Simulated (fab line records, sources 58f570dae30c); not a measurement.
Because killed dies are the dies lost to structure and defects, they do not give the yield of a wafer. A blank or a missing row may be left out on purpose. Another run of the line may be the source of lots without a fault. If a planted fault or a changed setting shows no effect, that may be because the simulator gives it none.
Chamber matching	flow berkeley_cmos170	rie_diel-03 running UCB170_CONTACT_ETCH_17: 4 sister chambers
The step etches BARC in N2/H2. 4 wafers are shown with their chamber, then 7 later ones without.

## WAFERS, EACH WITH ITS CHAMBER
wafer	chamber	throttle_valve_pct (%)
L626.1	3	13.07
L633.5	1	13.02
L633.6	2	13.23
L640.5	0	13.24

## WAFERS WITH NO CHAMBER GIVEN
wafer	throttle_valve_pct (%)
L640.6	13.04
L643.3	13.04
L643.4	13.24
L643.6	13.24
L644.2	13.07
L644.3	13.23
L644.5	13.07

## THE CHAMBER EACH PASSED THROUGH
wafer	from the rows above	in truth
L640.6	can't be placed: 1 or 3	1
L643.3	can't be placed: 1 or 3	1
L643.4	can't be placed: 0 or 2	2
L643.6	can't be placed: 0 or 2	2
L644.2	3	3
L644.3	can't be placed: 2 or 0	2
L644.5	3	3
Placed correctly: 2 of 7. Cannot be placed on the basis of these rows: 5; the candidates contain the true chamber in 5. Wrongly placed: 0.
How it was worked out, from the rows above alone: a wafer's distance from a chamber is the root of the sum, over the readings, of the square of ((its reading less the chamber's mean) divided by the reading's scatter). The wafer belongs to the nearest chamber; if the next one is less than 2 further off, it can't be placed. For every chamber, the mean is computed from those of its wafers that are shown. The scatter: root of mean squared gap, hidden wafer to nearest shown wafer, with one shown wafer a chamber.
